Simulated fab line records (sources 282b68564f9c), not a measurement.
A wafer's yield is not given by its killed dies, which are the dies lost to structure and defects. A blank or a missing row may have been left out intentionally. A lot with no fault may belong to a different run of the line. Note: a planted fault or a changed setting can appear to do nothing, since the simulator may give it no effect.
fab line records    flow rit_cmos
record lots=5  wafers=15  last_day=7
route steps=202 shown SILICIDE@161 CONTACT@168 M1@202
lots with no fault: from the same line, run without faults
start_h: start of the lot's first displayed wafer, in hours after the record's first day    wait_h: hours since the lot's step before    " the same as in the row above    L1.1+2: a single row standing in for several wafers    - either no value or no given start    * or withheld: withheld    < > ~ a bound
route shown NAME@n: names a module that has steps shown in the file, with the first one's number in the route    usual: the fault-free wafers' mean and standard deviation    same: alike in all rows    chamber/n: place in a boat    sites: the reading at each site    _std_site: standard deviation of those values    _edge_site: outer sites' mean less inner sites'    radius_mm: for every site, how far away it sits from the centre of the wafer    mask NAME#n: copy n    behind: the tool/chamber that last shaped the wafer    hold: what put the lot on hold/how long, in hours/how the hold closed    device: the transistor (n, p or np) that didn't switch    end of line: tests run on the same wafers once the route is complete    a step without rows: its recipe alone    killed: the dies lost at the first sort to structure and to defects; this is not the yield of the wafer    map: a wafer's dies, marking killed ones x, the rest . and places with no die _
set.NAME: the setting the step ran with; set.NAME@STEP: the setting that earlier step ran with    model.NAME: the simulator's own value behind a step, which no gauge read
lots at selected steps of the route; one table per step, one row per wafer
services: the hour from which a tool's chamber was out of use, counted from the record's first day as start_h (under 0 if before that day), plus the number of hours and why
## steps
# step RIT_SILICIDE_WET_ETCH_00
# recipe chemistry=BOE  target=SiO2  target_depth_nm=14  time_s=15  dry=n2_spin  dilution=10:1  temp_c=21.5
# step RIT_SILICIDE_SPUTTER_01
# recipe material=Ti  target_thk_nm=30  power_w=350  chamber_pressure_pa=0.667  gas=Ar  time_s=240  substrate_temp_c=25
# usual throttle_valve_pct=30.1/1.2
# same time_s=240
lot.wafer  tool            chamber  start_h  wait_h  throttle_valve_pct
L576.2     pvd_sputter-02  -        54.31    0.0     29.2
L576.4     "               -        "        "       29.7
L576.5     "               -        "        "       31.3
L580.2     pvd_sputter-02  -        72.92    0.0     29.0
L580.3     "               -        "        "       29.9
L580.6     "               -        "        "       30.7
L584.1     pvd_sputter-02  -        94.45    0.0     29.0
L584.2     "               -        "        "       30.6
L584.5     "               -        "        "       28.9
L592.2     pvd_sputter-02  -        133.90   0.0     31.2
L592.3     "               -        "        "       29.1
L592.5     "               -        "        "       31.0
L599.1     pvd_sputter-01  -        171.44   0.0     28.6
L599.4     "               -        "        "       28.3
L599.5     "               -        "        "       30.5
# step RIT_SILICIDE_RS_MEAS_02
# recipe thk_meas_gauge=four-point-probe  reads=Ti_of_SILICIDE_SPUTTER_01
# usual SILICIDE_TI_RS=48.0/0.72
lot.wafer  tool           chamber  start_h  wait_h  SILICIDE_TI_RS[ohm/sq]
L576.2     film_metro-02  -        54.48    0.1     48.5
L576.4     "              -        "        "       47.1
L576.5     "              -        "        "       48.3
L580.2     film_metro-02  -        73.09    0.1     49.3
L580.3     "              -        "        "       48.4
L580.6     "              -        "        "       48.8
L584.1     film_metro-03  -        94.60    0.1     47.7
L584.2     "              -        "        "       48.0
L584.5     "              -        "        "       47.9
L592.2     film_metro-04  -        134.07   0.1     47.3
L592.3     "              -        "        "       47.4
L592.5     "              -        "        "       47.6
L599.1     film_metro-03  -        171.59   0.1     47.1
L599.4     "              -        "        "       47.2
L599.5     "              -        "        "       47.6
# step RIT_SILICIDE_THK_MEAS_03
# recipe thk_meas_gauge=xrf  reads=Ti_of_SILICIDE_SPUTTER_01
# usual SILICIDE_TI_THK=30.1/0.36
lot.wafer  tool           chamber  start_h  wait_h  SILICIDE_TI_THK[nm]
L576.2     film_metro-02  -        54.59    0.1     29.9
L576.4     "              -        "        "       30.4
L576.5     "              -        "        "       29.9
L580.2     film_metro-02  -        73.20    0.1     29.7
L580.3     "              -        "        "       30.1
L580.6     "              -        "        "       29.9
L584.1     film_metro-03  -        94.72    0.1     30.2
L584.2     "              -        "        "       30.2
L584.5     "              -        "        "       30.1
L592.2     film_metro-04  -        134.18   0.1     30.2
L592.3     "              -        "        "       30.0
L592.5     "              -        "        "       30.0
L599.1     film_metro-03  -        171.71   0.1     30.5
L599.4     "              -        "        "       30.4
L599.5     "              -        "        "       30.4
# step RIT_SILICIDE_RTA_04
# recipe temp_c=650  time_s=10  idle_temp_c=25  ramp_up_s=5  ramp_down_s=5  cool_to_c=25  ambient=N2
# usual wafer_temp_C_max=652.8/0.71
# same time_s=10
lot.wafer  tool           chamber  start_h  wait_h  wafer_temp_C_max
L576.2     rtp_anneal-01  0        54.65    0.1     652.9
L576.4     "              0        "        "       652.8
L576.5     "              0        "        "       652.3
L580.2     rtp_anneal-01  0        73.26    0.1     654.2
L580.3     "              0        "        "       652.1
L580.6     "              0        "        "       651.7
L584.1     rtp_anneal-01  0        94.78    0.1     653.7
L584.2     "              0        "        "       653.3
L584.5     "              0        "        "       653.7
L592.2     rtp_anneal-01  0        134.25   0.1     652.7
L592.3     "              0        "        "       653.6
L592.5     "              0        "        "       652.4
L599.1     rtp_anneal-02  0        171.77   0.1     652.8
L599.4     "              0        "        "       653.3
L599.5     "              0        "        "       652.4
# step RIT_SILICIDE_WET_ETCH_05
# recipe chemistry=SPM  target=Ti  temp_c=90  time_s=120  dry=n2_spin
# step RIT_SILICIDE_RTA_06
# recipe temp_c=750  time_s=10  idle_temp_c=25  ramp_up_s=5  ramp_down_s=10  cool_to_c=25  ambient=N2
# usual wafer_temp_C_max=753.3/0.79
# same time_s=10
lot.wafer  tool           chamber  start_h  wait_h  wafer_temp_C_max
L576.2     rtp_anneal-02  0        54.81    0.0     753.3
L576.4     "              0        "        "       752.2
L576.5     "              0        "        "       752.4
L580.2     rtp_anneal-02  0        73.37    0.0     753.1
L580.3     "              0        "        "       753.9
L580.6     "              0        "        "       752.9
L584.1     rtp_anneal-02  0        94.89    0.0     753.3
L584.2     "              0        "        "       753.0
L584.5     "              0        "        "       752.6
L592.2     rtp_anneal-02  0        134.35   0.0     752.3
L592.3     "              0        "        "       753.7
L592.5     "              0        "        "       753.0
L599.1     rtp_anneal-01  0        171.88   0.0     752.9
L599.4     "              0        "        "       753.4
L599.5     "              0        "        "       754.4
# step RIT_CONTACT_CVD_00
# recipe material=SiO2  target_thk_nm=400  precursor=TEOS  temp_c=390  time_s=61  rf_w=400
# usual heater_power_w=311/48
# same time_s=61
lot.wafer  tool      chamber  start_h  wait_h  heater_power_w
L576.2     pecvd-02  0        54.87    0.0     337
L576.4     "         1        "        "       253
L576.5     "         2        "        "       269
L580.2     pecvd-01  0        73.43    0.0     325
L580.3     "         1        "        "       329
L580.6     "         1        "        "       331
L584.1     pecvd-04  0        94.95    0.1     435
L584.2     "         2        "        "       332
L584.5     "         0        "        "       338
L592.2     pecvd-01  0        134.41   0.0     295
L592.3     "         2        "        "       316
L592.5     "         0        "        "       306
L599.1     pecvd-04  2        171.94   0.1     312
L599.4     "         1        "        "       264
L599.5     "         0        "        "       375
# step RIT_CONTACT_THK_MEAS_01
# recipe reads=SiO2_of_CONTACT_CVD_00
# usual CONTACT_TEOS_THK=400/5.1
lot.wafer  tool           chamber  start_h  wait_h  CONTACT_TEOS_THK[nm]
L576.2     film_metro-01  -        54.93    0.0     398
L576.4     "              -        "        "       411
L576.5     "              -        "        "       411
L580.2     film_metro-03  -        73.49    0.0     401
L580.3     "              -        "        "       398
L580.6     "              -        "        "       401
L584.1     film_metro-01  -        95.00    0.0     389
L584.2     "              -        "        "       398
L584.5     "              -        "        "       401
L592.2     film_metro-03  -        134.47   0.0     400
L592.3     "              -        "        "       401
L592.5     "              -        "        "       407
L599.1     film_metro-01  -        172.00   0.0     402
L599.4     "              -        "        "       408
L599.5     "              -        "        "       404
# step RIT_CONTACT_HMDS_02
# recipe prime_time_s=60  prime_temp_c=140
# step RIT_CONTACT_COAT_03
# recipe resist=NOVOLAK  spin_rpm=3250  resist_thk_nm=1000
# step RIT_CONTACT_SOFTBAKE_04
# recipe resist=NOVOLAK  temp_c=90  time_s=60
# step RIT_CONTACT_EXPOSE_05
# recipe mask_id=M11  na=0.6  source_shape=conventional  sigma_outer=0.5  target_cd_nm=1000  dose_mj=250
# usual exposure_dose_mJ_cm2=249.82/0.22  reticle_temp_C=22.98/0.11
lot.wafer  tool              chamber  start_h  wait_h  mask   exposure_dose_mJ_cm2  reticle_temp_C
L576.2     iline_stepper-01  0        55.57    0.2     M11#0  250.15                22.80
L576.4     "                 0        "        "       M11#0  249.97                22.82
L576.5     "                 0        "        "       M11#0  249.76                22.90
L580.2     iline_stepper-01  0        74.01    0.1     M11#0  249.71                22.96
L580.3     "                 0        "        "       M11#0  249.82                22.99
L580.6     "                 0        "        "       M11#0  249.79                23.01
L584.1     iline_stepper-01  0        95.64    0.2     M11#0  249.74                23.07
L584.2     "                 0        "        "       M11#0  250.09                22.97
L584.5     "                 0        "        "       M11#0  249.83                23.09
L592.2     iline_stepper-01  0        134.99   0.1     M11#0  247.07                23.11
L592.3     "                 0        "        "       M11#0  246.75                22.87
L592.5     "                 0        "        "       M11#0  246.70                22.90
L599.1     iline_stepper-02  0        172.63   0.2     M11#0  249.87                22.98
L599.4     "                 0        "        "       M11#0  249.90                22.83
L599.5     "                 0        "        "       M11#0  250.04                22.81
# step RIT_CONTACT_PEB_06
# recipe resist=NOVOLAK  temp_c=withheld  time_s=withheld
# step RIT_CONTACT_DEVELOP_07
# recipe resist=NOVOLAK  develop_time_s=120  dev_temp_c=23
# step RIT_CONTACT_CD_MEAS_08
# recipe target_cd_nm=1000
# usual cd_nm=999.4/2.2
lot.wafer  tool       chamber  start_h  wait_h  cd_nm
L576.2     cd_sem-02  -        56.09    -       997.1
L576.4     "          -        "        "       997.8
L576.5     "          -        "        "       998.5
L580.2     cd_sem-02  -        74.65    -       1001.1
L580.3     "          -        "        "       1000.8
L580.6     "          -        "        "       1000.8
L584.1     cd_sem-02  -        96.16    -       1004.3
L584.2     "          -        "        "       1002.8
L584.5     "          -        "        "       1004.4
L592.2     cd_sem-01  -        135.51   -       1012.8
L592.3     "          -        "        "       1019.4
L592.5     "          -        "        "       1030.2
L599.1     cd_sem-02  -        173.15   -       997.5
L599.4     "          -        "        "       998.5
L599.5     "          -        "        "       997.0
# step RIT_CONTACT_OVL_MEAS_09
# usual CONTACT_OVL=-0.3/1.3
lot.wafer  tool        chamber  start_h  wait_h  CONTACT_OVL[nm]
L576.2     overlay-02  -        56.19    0.1     -1.0
L576.4     "           -        "        "       -1.8
L576.5     "           -        "        "       0.5
L580.2     overlay-01  -        74.76    0.1     -1.7
L580.3     "           -        "        "       -3.1
L580.6     "           -        "        "       -2.5
L584.1     overlay-02  -        96.28    0.1     -1.7
L584.2     "           -        "        "       -0.2
L584.5     "           -        "        "       -1.0
L592.2     overlay-02  -        135.61   0.1     -0.5
L592.3     "           -        "        "       -1.4
L592.5     "           -        "        "       -0.4
L599.1     overlay-01  -        173.27   0.1     -1.5
L599.4     "           -        "        "       -1.7
L599.5     "           -        "        "       -0.9
# step RIT_CONTACT_HARDBAKE_10
# recipe resist=NOVOLAK  temp_c=140  time_s=60
# step RIT_CONTACT_ETCH_11
# recipe target_depth_a=4800  over_etch_frac=0.2  stop_on=TiSi2  chemistry=CHF3/CF4/Ar  target=SiO2  CHF3_flow_sccm=50  cf4_flow_sccm=10  Ar_flow_sccm=100  O2_flow_sccm=5  pressure_mtorr=100  rf_w=200  time_s=320
# usual drypump_motor_current_A=5.6/0.54  oes_product_au=0.994/0.01  throttle_valve_pct=8.81/0.14
# same time_s=320
lot.wafer  tool         chamber  start_h  wait_h  drypump_motor_current_A  oes_product_au  rf_hours_counter_h  throttle_valve_pct  model.CONTACT.cd_nm
L576.2     rie_diel-03  2        56.37    0.1     5.1                      0.984           41                  8.79                996.7
L576.4     "            3        "        "       5.8                      1.001           119                 8.58                998.1
L576.5     "            0        "        "       4.9                      1.008           -                   9.07                998.5
L580.2     rie_diel-02  0        74.94    0.1     5.7                      0.982           89                  8.74                1001
L580.3     "            2        "        "       5.5                      0.996           49                  8.87                1000
L580.6     "            2        "        "       5.5                      0.990           -                   8.89                1000
L584.1     rie_diel-02  0        96.46    0.1     5.8                      0.979           90                  8.75                1004
L584.2     "            2        "        "       5.5                      0.991           50                  8.88                1002
L584.5     "            2        "        "       5.5                      0.993           -                   8.89                1004
L592.2     rie_diel-03  3        135.82   0.1     5.8                      0.998           120                 8.61                1013
L592.3     "            2        "        "       5.1                      0.979           42                  8.78                1019
L592.5     "            3        "        "       5.8                      0.989           -                   8.59                1030
L599.1     rie_diel-02  0        173.58   0.1     5.7                      0.982           91                  8.74                997.4
L599.4     "            1        "        "       5.8                      0.994           87                  8.95                998.5
L599.5     "            0        "        "       5.7                      0.983           -                   8.73                996.7
# step RIT_CONTACT_STRIP_12
# recipe chemistry=O2  time_s=180  resist=NOVOLAK  platen_temp_c=withheld  power_w=500  pressure_mtorr=4000  o2_flow_sccm=4000
# usual drypump_motor_current_A=5.6/0.41
# same time_s=180
lot.wafer  tool             chamber  start_h  wait_h  drypump_motor_current_A  rf_hours_counter_h
L576.2     plasma_asher-04  0        56.57    0.1     5.3                      41
L576.4     "                1        "        "       6.0                      -
L576.5     "                0        "        "       5.3                      -
L580.2     plasma_asher-02  0        75.13    0.1     6.2                      46
L580.3     "                0        "        "       6.2                      -
L580.6     "                0        "        "       6.2                      -
L584.1     plasma_asher-04  1        96.66    0.1     6.0                      45
L584.2     "                0        "        "       5.3                      45
L584.5     "                1        "        "       6.0                      -
L592.2     plasma_asher-03  0        136.01   0.1     5.2                      30
L592.3     "                0        "        "       5.2                      -
L592.5     "                0        "        "       5.2                      -
L599.1     plasma_asher-03  1        173.77   0.1     5.4                      33
L599.4     "                1        "        "       5.4                      -
L599.5     "                1        "        "       5.4                      -
# step RIT_M1_PROBE_99
# usual killed_at_M0_to_M3=0.0/0.18  killed_at_front_end=7/3  killed_dies=7/3.1  killed_on_rim=1.9/1.5  killed_open=3.3/1.8  killed_short=3.6/2
# same gross_dies=264  killed_at_M4_up=0  killed_at_back_side=0  killed_at_contacts=0  killed_at_other=0
lot.wafer  tool       chamber  start_h  wait_h  killed_at_M0_to_M3  killed_at_front_end  killed_dies  killed_on_rim  killed_open  killed_short  model.etest.contact_to_gate.bv_right_v  model.etest.contact_to_gate.bv_left_v
L576.2     prober-01  -        61.59    0.1     0                   5                    5            0              3            2             91.16                                   91.76
L576.4     prober-01  -        61.69    0.2     0                   17                   17           3              4            13            92.63                                   92.38
L576.5     prober-01  -        61.74    0.2     0                   4                    4            1              2            2             90.15                                   91.6
L580.2     prober-01  -        79.84    0.1     0                   4                    4            0              1            3             87.45                                   88.27
L580.3     prober-01  -        79.89    0.2     0                   12                   12           4              5            7             88.35                                   89.14
L580.6     prober-01  -        80.04    0.2     0                   10                   10           3              5            5             91.57                                   91.07
L584.1     prober-01  -        101.63   0.1     0                   2                    2            0              1            1             90.99                                   90.46
L584.2     prober-01  -        101.68   0.1     1                   9                    10           4              4            5             89.25                                   91.33
L584.5     prober-01  -        101.83   0.2     1                   7                    8            3              4            3             90.1                                    91.67
L592.2     prober-01  -        140.78   0.1     0                   5                    5            1              2            3             89.45                                   87.23
L592.3     prober-01  -        140.83   0.2     0                   6                    6            1              3            3             87.05                                   87
L592.5     prober-01  -        140.93   0.2     0                   8                    8            3              3            5             81.9                                    82.87
L599.1     prober-02  -        178.57   0.1     0                   11                   11           4              5            6             90.4                                    91.42
L599.4     prober-02  -        178.72   0.2     0                   4                    4            0              1            3             90.27                                   89.88
L599.5     prober-02  -        178.77   0.2     0                   9                    9            0              3            6             89.24                                   89.48
# killed by level:class
L576.2 FOX1:geometric_particle:open=2 REOX:geometric_particle:short=1 REOX:geometric_particle:open=1 SPACER:geometric_particle:short=1
L576.4 GATE:geometric_particle:short=9 FOX1:geometric_particle:short=2 SILICIDE:geometric_particle:open=2 ACTIVE:geometric_particle:short=1 FOX1:geometric_particle:open=1 GATE:geometric_particle:open=1 REOX:geometric_particle:short=1
L576.5 FOX2:geometric_particle:open=1 GATE:geometric_particle:open=1 GATE:geometric_particle:short=1 REOX:geometric_particle:short=1
L580.2 SPACER:geometric_particle:short=2 FOX1:geometric_particle:short=1 GATE:geometric_particle:open=1
L580.3 GATE:geometric_particle:short=3 GATE:geometric_particle:open=2 FOX1:geometric_particle:open=1 FOX1:geometric_particle:short=1 FOX2:geometric_particle:open=1 REOX:geometric_particle:open=1 REOX:geometric_particle:short=1 SPACER:geometric_particle:short=1
L580.6 FOX2:geometric_particle:short=3 FOX2:geometric_particle:open=2 FOX1:geometric_particle:short=1 GATE:geometric_particle:open=1 GATE:geometric_particle:short=1 SPACER:geometric_particle:open=1 SILICIDE:geometric_particle:open=1
L584.1 FOX1:geometric_particle:open=1 SILICIDE:geometric_particle:short=1
L584.2 GATE:geometric_particle:open=3 GATE:geometric_particle:short=3 REOX:geometric_particle:open=1 SPACER:geometric_particle:short=1 SILICIDE:geometric_particle:short=1 M1:coat_microbubble_printed=1
L584.5 GATE:geometric_particle:open=3 FOX1:geometric_particle:open=1 FOX1:geometric_particle:short=1 GATE:geometric_particle:short=1 REOX:geometric_particle:short=1 M1:coat_microbubble_printed=1
L592.2 SPACER:geometric_particle:short=2 GATE:geometric_particle:open=1 SILICIDE:geometric_particle:short=1 SILICIDE:geometric_particle:open=1
L592.3 GATE:geometric_particle:short=3 FOX1:geometric_particle:open=1 GATE:geometric_particle:open=1 REOX:geometric_particle:open=1
L592.5 GATE:geometric_particle:short=4 SPACER:geometric_particle:open=2 FOX2:geometric_particle:short=1 REOX:geometric_particle:open=1
L599.1 REOX:geometric_particle:short=3 GATE:geometric_particle:short=2 REOX:geometric_particle:open=2 SILICIDE:geometric_particle:open=2 GATE:geometric_particle:open=1 SILICIDE:geometric_particle:short=1
L599.4 FOX1:geometric_particle:short=1 GATE:geometric_particle:short=1 SILICIDE:geometric_particle:short=1 SILICIDE:geometric_particle:open=1
L599.5 FOX1:geometric_particle:short=4 SILICIDE:geometric_particle:open=2 GATE:geometric_particle:short=1 REOX:geometric_particle:open=1 SILICIDE:geometric_particle:short=1
## services
tool              chamber  start_h  hours  kind
pvd_sputter-01    -        32.28    5.3    repair
pecvd-04          1        34.29    10.7   repair
rie_diel-02       3        34.64    1.4    repair
iline_stepper-01  -        35.95    1.7    pm
rie_diel-03       -        45.61    2.8    pm
pecvd-01          -        64.43    0.2    repair
rie_diel-03       0        65.07    4.6    repair
plasma_asher-04   -        66.74    3.4    repair
pvd_sputter-02    -        69.07    2.4    repair
pecvd-04          -        70.04    2.8    pm
rie_diel-02       1        77.01    33.7   repair
pecvd-02          -        77.84    0.8    pm
iline_stepper-01  -        90.75    4.4    pm
pecvd-04          -        91.65    0.8    pm
pvd_sputter-02    -        94.72    1.7    repair
iline_stepper-02  -        97.09    1.7    pm
rie_diel-02       0        105.67   10.8   repair
plasma_asher-03   -        107.98   6.8    repair
plasma_asher-02   -        108.75   9.0    pm
rie_diel-02       1        122.31   3.4    repair
pecvd-02          1        135.69   2.2    repair
rtp_anneal-02     -        152.63   5.1    pm
plasma_asher-04   -        155.19   0.7    repair
rie_diel-02       -        170.81   0.2    repair
## key
first_sign step=RIT_CONTACT_EXPOSE_05  reading=exposure_dose_mJ_cm2  direction=down  sigmas=13  usual=249.82  struck=246.84
effect step=RIT_CONTACT_CD_MEAS_08  reading=cd_nm  direction=up  sigmas=9.7  usual=999.4  struck=1020.8  through=control_loop
model_effect step=RIT_CONTACT_ETCH_11  value=CONTACT.cd_nm  without=1002  struck=1021
model_effect step=RIT_M1_PROBE_99  value=etest.contact_to_gate.bv_right_v  without=90.72  struck=86.13
met_at RIT_CONTACT_EXPOSE_05
struck_wafers L592.2,L592.3,L592.5
tester_left_out L592
loop_trim step=RIT_CONTACT_EXPOSE_05  setting=dose  lots=L592
onset_between 95.64 134.99
fault kind=process_parameter_drift  tool=iline_stepper-01  chamber=-  onset_h=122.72  steps=RIT_CONTACT_EXPOSE_05  channel=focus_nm  offset=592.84  spread_by_wafer=0.3  shape=step  end_h=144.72
# tester_left_out: of these lots the tester's yield and bins aren't shown, on N5 and GAA mostly nor the transistor test; their killed dies are dies lost to structure and defects alone, not to doping, threshold or leakage, so they don't give the yield
# loop_trim: a control loop set the setting to another value than it would have without faults
